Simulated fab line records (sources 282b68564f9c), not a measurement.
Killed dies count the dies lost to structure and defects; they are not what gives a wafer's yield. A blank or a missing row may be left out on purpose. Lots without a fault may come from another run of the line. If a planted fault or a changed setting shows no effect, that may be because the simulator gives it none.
Split-lot experiment + flow rit-cmos + on a route of 202 steps: 5 lots, 23 wafers read

## THE SPLIT
At RIT_GATE_CVD_08 (deposits poly-Si from SiH4, target thk 250 nm, time 2220 s), the setting time-s was moved away from the recipe's 2220 s on 15 of the 23 wafers read, by -15.0% to +9.1%. All remaining wafers had this setting at the recipe value.

No step appears in the file between the split and the reading.

## THE READING
GATE_POLY_THK, in nm, at RIT_GATE_THK_MEAS_09. Typical for fault-free wafers on this fab line: 248.7 nm, with standard deviation 2.3 nm.

| wafer  | tool, chamber at the split | time-s as run, s | against the recipe | GATE_POLY_THK, nm | against lot-mates on the recipe |
|--------|----------------------------|------------------|--------------------|-------------------|---------------------------------|
| L074.2 | lpcvd-02, 0                | 2220             | recipe             | 253.7             | -                               |
| L074.4 | lpcvd-02, 0                | 2220             | recipe             | 252.3             | -                               |
| L074.5 | lpcvd-02, 0                | 2220             | recipe             | 251.0             | -                               |
| L077.1 | -, -                       | 2220             | recipe             | 245.7             | -                               |
| L077.2 | -, -                       | 2220             | recipe             | 246.2             | -                               |
| L077.3 | -, -                       | 2220             | recipe             | 247.0             | -                               |
| L077.4 | -, -                       | 2220             | recipe             | 247.4             | -                               |
| L077.6 | -, -                       | 2220             | recipe             | 246.3             | -                               |
| L079.1 | -, -                       | 1887             | -15.0%             | 209.0             | no lot-mate on the recipe       |
| L079.2 | -, -                       | 1887             | -15.0%             | 211.1             | no lot-mate on the recipe       |
| L079.4 | -, -                       | 1887             | -15.0%             | 210.8             | no lot-mate on the recipe       |
| L079.5 | -, -                       | 1887             | -15.0%             | 213.1             | no lot-mate on the recipe       |
| L079.6 | -, -                       | 1887             | -15.0%             | 212.7             | no lot-mate on the recipe       |
| L081.1 | -, -                       | 2073             | -6.6%              | 234.4             | no lot-mate on the recipe       |
| L081.3 | -, -                       | 2073             | -6.6%              | 232.5             | no lot-mate on the recipe       |
| L081.4 | -, -                       | 2073             | -6.6%              | 233.7             | no lot-mate on the recipe       |
| L081.5 | -, -                       | 2073             | -6.6%              | 230.4             | no lot-mate on the recipe       |
| L081.6 | -, -                       | 2073             | -6.6%              | 230.9             | no lot-mate on the recipe       |
| L083.1 | -, -                       | 2421             | +9.1%              | 272.3             | no lot-mate on the recipe       |
| L083.2 | -, -                       | 2421             | +9.1%              | 274.6             | no lot-mate on the recipe       |
| L083.4 | -, -                       | 2421             | +9.1%              | 272.9             | no lot-mate on the recipe       |
| L083.5 | -, -                       | 2421             | +9.1%              | 274.1             | no lot-mate on the recipe       |
| L083.6 | -, -                       | 2421             | +9.1%              | 274.5             | no lot-mate on the recipe       |

FIT RESULTS
A straight line over all 23 wafers: GATE_POLY_THK changes by +2.58 nm for each +1% of time-s; r = +1.00; the points scatter about the line by 2.2 nm.
Too few moved wafers with a lot-mate on the recipe to fit a line net of each lot's own level.

## THE WHOLE CHAIN: every reading that the file lists as answering this split, in the file's order
| step                   | what it does                                                                    | reading                                                                        | change (the file's fit)              | r (the file's) |
|------------------------|---------------------------------------------------------------------------------|--------------------------------------------------------------------------------|--------------------------------------|----------------|
| RIT_GATE_CVD_08        | deposits poly-Si from SiH4, target thk 250 nm, time 2220 s                      | poly-Si_of_GATE_CVD_08.thk-nm (the simulator's own value, which no gauge read) | +2.58 nm for each +1% of the setting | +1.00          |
| RIT_GATE_THK_MEAS_09   |                                                                                 | GATE_POLY_THK                                                                  | +2.58 for each +1% of the setting    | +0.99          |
| RIT_GATE_ETCH_19       | etches poly-Si in SF6/CHF3/O2, stops on SiO2, time 165 s, target depth 312.5 nm | etch.depth-nm (the simulator's own value, which no gauge read)                 | +2.57 nm for each +1% of the setting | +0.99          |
| RIT_GATE_ETCH_19       | etches poly-Si in SF6/CHF3/O2, stops on SiO2, time 165 s, target depth 312.5 nm | GATE.feature-depth-nm (the simulator's own value, which no gauge read)         | +2.58 nm for each +1% of the setting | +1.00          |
| RIT_SPACER_ETCHBACK_05 | etches Si3N4 in SF6/CHF3, stops on SiO2, target depth 250 nm, time 240 s        | poly-Si_of_GATE_CVD_08.thk-nm (the simulator's own value, which no gauge read) | +2.51 nm for each +1% of the setting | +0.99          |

## THE FILE'S OWN FIT
GATE_POLY_THK changes by +2.58 nm for each +1% of time-s, r = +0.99.
